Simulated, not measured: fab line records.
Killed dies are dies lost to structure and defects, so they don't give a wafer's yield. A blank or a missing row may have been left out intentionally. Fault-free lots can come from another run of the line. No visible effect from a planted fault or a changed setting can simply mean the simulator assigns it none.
Problem report in the 8D (eight disciplines) form, filled by code	flow berkeley_cmos170	the parts of the form that need people (team, actions taken, sign-off) are left out

== 1. THE ISSUE ==
cd_nm at UCB170_V1_CD_MEAS_12 reads a mean of 711.8 nm on 3 wafers of 1 lot; wafers without a fault read 700.1 nm with a standard deviation of 1.4. Measured from the usual mean, that is +8.4 standard deviations.
The step: target cd 700 nm.
The first sign was on wafer L638.2 at day 11 10:18, on cd_sem-02. At this step, 36 wafers from 12 lots have a number in the record. Rule for "out", or "out of limits": more than 4 standard deviations from the usual mean. Any other wafer with a number is counted as sound.

== 2. WHAT IT IS, WHAT IT ISN'T ==
question	is	is not
which readings at this step	cd_nm	-
which lots	L638	L626, L627, L628, L629, L630, L631, L632, L635, L641, L646, L647
which wafers of those lots	all that have a number	-
read on which gauges	cd_sem-02	cd_sem-01
when	from day 11 10:18	up to then (24 sound wafers); but 9 sound wafers of L641, L646, L647 came after

== 3. THE SUSPECTS, EACH WITH WHAT RULES IT OUT ==
Counting: a tool stays on the suspect list if, at a process step up to the reading, it processed all lots that are out and no sound lot following the first of them.
- the gauge at UCB170_V1_CD_MEAS_12 has been ruled out. All the wafers that are out were read on cd_sem-02, but those of them that UCB170_V1_EXPOSE_09 has rows for are out there too, on other tools.
- plasma_asher-01 at UCB170_PLDD_STRIP_10 (strips in O2): kept. It ran the lot that is out, L638 (day 10 03:28), and no sound lot after that; its last sound lot up to then is L632 (day 9 13:05).
- krf_scanner-01 at UCB170_V1_EXPOSE_09 (exposes mask VIA1, target cd 700 nm): kept. It ran the lot that is out, L638 (day 11 09:54), and no sound lot after that; its last sound lot up to then is L635 (day 10 15:15). Its own readings are out on those wafers: exposure_dose_mJ_cm2.
Left after counting: plasma_asher-01 at UCB170_PLDD_STRIP_10, krf_scanner-01 at UCB170_V1_EXPOSE_09.

== 4. THE CAUSE (what the simulator had put in) ==
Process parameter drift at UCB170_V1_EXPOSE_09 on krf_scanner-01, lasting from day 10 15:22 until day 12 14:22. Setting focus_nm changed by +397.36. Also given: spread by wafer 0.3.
Counting left 2 suspects, and this tool is among them.

== 5. THE CHAIN OF EFFECTS, in route order ==
Each row: a reading whose mean over the struck wafers that have a number lies more than 3 standard deviations from the usual. Readings are gone through only where the record gives a usual standard deviation; hours: the median, over the lots, of the time from a lot's start at the first step in this table giving one to that lot's start at this step; sigmas: the change measured in usual standard deviations.
hours	step	reading	usual	on struck wafers	change	sigmas
0	UCB170_V1_EXPOSE_09	exposure_dose_mJ_cm2	36.97	36.42	-0.55	-17
0	UCB170_V1_CD_MEAS_12	cd_nm	700.1 nm	711.8	+11.7	+8.4
It contains these process steps:
- UCB170_V1_EXPOSE_09: exposes mask VIA1, target cd 700 nm.

== 6. HOW IT WOULD HAVE BEEN CAUGHT EARLIER ==
Counted from the fault's start at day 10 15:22, it took 19 hours until the first out-of-limits reading at a measuring or inspecting step in this record, taken at day 11 10:18.
The tool's own readings at UCB170_V1_EXPOSE_09 were out on every struck wafer that the step has a row for (exposure_dose_mJ_cm2): an alarm limit on them would have fired on the first of those.
By day 11 10:18 the whole set of lots that are out, 1 in number, had already begun UCB170_V1_EXPOSE_09 on krf_scanner-01. Had the tool been put on hold then, not one of them would have been saved.
